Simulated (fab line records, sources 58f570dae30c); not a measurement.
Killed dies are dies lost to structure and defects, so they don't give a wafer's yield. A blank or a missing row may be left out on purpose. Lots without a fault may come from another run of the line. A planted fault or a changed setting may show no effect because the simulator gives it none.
Which tool did it? | flow berkeley_cmos170 | 15 lots, 45 wafers sampled, at 1 step of a route of 331

WHAT THE GAUGES READ, wafer by wafer
The record holds no reading of a measuring or inspecting step that can be judged against a usual standard deviation.

WHICH TOOL RAN EACH LOT (tool, then ch and the chambers of the sampled wafers, then the start)
lot  | UCB170_SDANNEAL_RTA_00
L164 | rtp_anneal-01 ch 0, day 7 00:46
L166 | rtp_anneal-02 ch 0, day 7 14:08
L167 | rtp_anneal-01 ch 0, day 7 21:05
L168 | rtp_anneal-02 ch 0, day 7 21:25
L169 | rtp_anneal-01 ch 0, day 8 06:01
L171 | rtp_anneal-02 ch 0, day 8 13:24
L173 | rtp_anneal-01 ch 0, day 9 04:04
L174 | rtp_anneal-02 ch 0, day 9 04:18
L176 | rtp_anneal-01 ch 0, day 9 12:43
L175 | rtp_anneal-02 ch 0, day 9 12:46
L177 | rtp_anneal-01, day 9 12:51
L178 | rtp_anneal-01, day 9 15:59
L179 | rtp_anneal-02, day 10 11:53
L181 | rtp_anneal-02 ch 0, day 10 12:21
L182 | rtp_anneal-01 ch 0, day 10 12:34
- UCB170_SDANNEAL_RTA_00: time 10 s.

WHAT THE TOOLS THEMSELVES READ (means of the sampled wafers that have a number; where no wafer has one, the mark that the record gives instead)
UCB170_SDANNEAL_RTA_00.
lot  | tool          | anneal_temp_c_max | chamber_o2_ppm | lamp_power_pct (%) | wafer_temp_C_max
L164 | rtp_anneal-01 | 905.6             | 1.991          | 23.60              | 905.9
L166 | rtp_anneal-02 | 903.0             | 2.008          | 23.52              | 904.8
L167 | rtp_anneal-01 | 904.6             | 2.016          | 23.60              | 905.9
L168 | rtp_anneal-02 | 902.4             | 2.008          | 23.46              | 904.5
L169 | rtp_anneal-01 | 904.5             | 1.984          | 23.61              | 905.8
L171 | rtp_anneal-02 | 903.5             | 1.991          | 23.48              | 905.0
L173 | rtp_anneal-01 | 905.4             | 1.997          | 23.57              | 906.4
L174 | rtp_anneal-02 | 903.1             | 1.975          | 23.48              | 904.1
L176 | rtp_anneal-01 | 904.6             | 2.004          | 23.60              | 905.5
L175 | rtp_anneal-02 | 902.6             | 2.008          | 23.48              | 905.5
L177 | rtp_anneal-01 | -                 | -              | -                  | -
L178 | rtp_anneal-01 | -                 | -              | -                  | -
L179 | rtp_anneal-02 | -                 | -              | -                  | -
L181 | rtp_anneal-02 | 903.3             | 1.989          | 23.50              | 905.0
L182 | rtp_anneal-01 | 904.8             | 2.006          | 23.58              | 905.5

THE ANSWER, worked out from the rows above alone
Rule: what is usual is taken from the lots themselves. Put in order of their means at a reading, lots are off if they are a third of the lots or fewer, leave a main group of 4 or more, and stand apart from it by a gap of 3 or more times the standard deviation of the main group's means; of several such gaps the widest counts. A main group whose means are all the same, to the digits that the tables above print for the reading, isn't used. A lot without any number at a reading at which 4 lots or more have one is off too. The other lots that the step has rows for count as sound. The gauges are gone through in route order, then the tools' own readings, and for those a lot's mean is taken as printed above. The first step at which some lot is off is used, and at that step the reading that is off furthest; a lot without a number counts as furthest.
Off: L177, L178, L179, at UCB170_SDANNEAL_RTA_00 (anneal_temp_c_max). Without a number there: L177, L178, L179. The main group: mean 904.0, standard deviation 1.
A tool fits if, at that step or a process step before it, it ran every lot that is off, and no sound lot after the first of them. None of those tried fits.

WHAT THE SIMULATOR HAD PUT IN
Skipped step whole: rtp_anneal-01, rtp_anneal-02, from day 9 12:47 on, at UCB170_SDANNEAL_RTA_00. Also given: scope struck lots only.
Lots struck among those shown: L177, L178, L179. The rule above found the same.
